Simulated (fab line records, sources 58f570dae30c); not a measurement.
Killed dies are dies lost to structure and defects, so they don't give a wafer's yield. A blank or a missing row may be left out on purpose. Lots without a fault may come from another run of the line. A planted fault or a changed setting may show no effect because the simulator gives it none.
Split-lot experiment | flow berkeley_cmos170 | 5 lots, 23 wafers read, on a route of 331 steps

THE SPLIT
At UCB170_PSD_IMPLANT_08, the setting dose_cm2 was moved away from the recipe's 3e+15 on 8 of the 23 wafers read, by +3.2% to +4.6%. The other wafers ran this setting at the recipe's value.

FROM THE SPLIT TO THE READING: what the file shows between them, 1 step
- UCB170_PSD_STRIP_09: strips in O2

THE READING
PSD_TW, at UCB170_PSD_TW_MEAS_10. Fault-free wafers of this fab line usually give 2338, standard deviation 15.

wafer  | tool, chamber at the split | dose_cm2 as run | against the recipe | PSD_TW | against lot-mates on the recipe
L076.1 | implanter-03, 0            | 3.13e+15        | +4.3%              | 2382   | +43
L076.2 | implanter-03, 0            | 3e+15           | recipe             | 2346   | -
L076.3 | implanter-03, 0            | 3e+15           | recipe             | 2332   | -
L076.4 | implanter-03, 0            | 3.13e+15        | +4.3%              | 2396   | +57
L076.6 | implanter-03, 0            | 3.13e+15        | +4.3%              | 2374   | +35
L078.1 | implanter-04, 0            | 3e+15           | recipe             | 2308   | -
L078.2 | implanter-04, 0            | 3e+15           | recipe             | 2320   | -
L078.3 | implanter-04, 0            | 3e+15           | recipe             | 2316   | -
L078.4 | implanter-04, 0            | 3.096e+15       | +3.2%              | 2337   | +22
L078.6 | implanter-04, 0            | 3.096e+15       | +3.2%              | 2343   | +28
L081.1 | implanter-01, 0            | 3e+15           | recipe             | 2351   | -
L081.2 | implanter-01, 0            | 3e+15           | recipe             | 2345   | -
L081.4 | implanter-01, 0            | 3e+15           | recipe             | 2349   | -
L081.5 | implanter-01, 0            | 3e+15           | recipe             | 2344   | -
L081.6 | implanter-01, 0            | 3e+15           | recipe             | 2342   | -
L083.3 | implanter-01, 0            | 3e+15           | recipe             | 2349   | -
L083.5 | implanter-01, 0            | 3e+15           | recipe             | 2351   | -
L083.6 | implanter-01, 0            | 3e+15           | recipe             | 2349   | -
L082.1 | implanter-03, 0            | 3e+15           | recipe             | 2356   | -
L082.2 | implanter-03, 0            | 3.137e+15       | +4.6%              | 2371   | +18
L082.3 | implanter-03, 0            | 3.137e+15       | +4.6%              | 2379   | +26
L082.4 | implanter-03, 0            | 3e+15           | recipe             | 2350   | -
L082.6 | implanter-03, 0            | 3.137e+15       | +4.6%              | 2377   | +24

THE FIT
A straight line over all 23 wafers: PSD_TW changes by +7.69 for each +1% of dose_cm2; r = +0.73; the points scatter about the line by 15.
The same after taking each lot's own level away (the mean of its wafers on the recipe; 23 wafers): +7.55 for each +1%; r = +0.89; scatter 8.2.
On that fit, the largest move of dose_cm2 shifts the reading by 34.
The lots' own levels span 2314.7 to 2353.0, that is 2.6 times the standard deviation above.
So the lot-to-lot level blurs the effect unless lot-mates are compared.
Check: with one of the wafers moved furthest among these (+4.6%) left out of the fit, the line predicts +37.6 for it against its lot-mates. It came out at +18 against them.

OTHER SPLITS ON THESE WAFERS
These wafers also went through other splits before the reading. Each is held against what the fit with the lots' levels taken away leaves over:
other split on the same wafers         | wafers away from the commonest value | r with PSD_TW (lot level and that fit taken away)
UCB170_NWELL_PEB_10 peb_temp_c         | 7                                    | +0.15
UCB170_NWELL_ETCH_13 over_etch_frac    | 8                                    | -0.22
UCB170_PWELL_COAT_08 resist_thk_nm     | 8                                    | +0.06
UCB170_PWELL_DEVELOP_12 develop_time_s | 9                                    | -0.29
UCB170_ACTIVE_OXIDATION_02 ox_time_s   | 15                                   | +0.21
UCB170_ACTIVE_COAT_08 spin_rpm         | 11                                   | -0.48
UCB170_PFIELD_IMPLANT_07 dose_cm2      | 7                                    | +0.06
UCB170_SACOX_OXIDATION_01 ox_time_s    | 15                                   | -0.16
UCB170_PVT_IMPLANT_07 energy_kev       | 10                                   | -0.39
UCB170_NLDD_IMPLANT_09 energy_kev      | 11                                   | -0.09

THE WHOLE CHAIN: every reading that the file lists as answering this split, in the file's order
step                  | what it does | reading                  | change (the file's fit)              | r (the file's)
UCB170_PSD_STRIP_09   | strips in O2 | strip_time_to_endpoint_s | withheld for each +1% of the setting | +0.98
UCB170_PSD_TW_MEAS_10 |              | PSD_TW                   | +7.65 for each +1% of the setting    | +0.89

THE FILE'S OWN FIT
PSD_TW changes by +7.65 for each +1% of dose_cm2, r = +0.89.
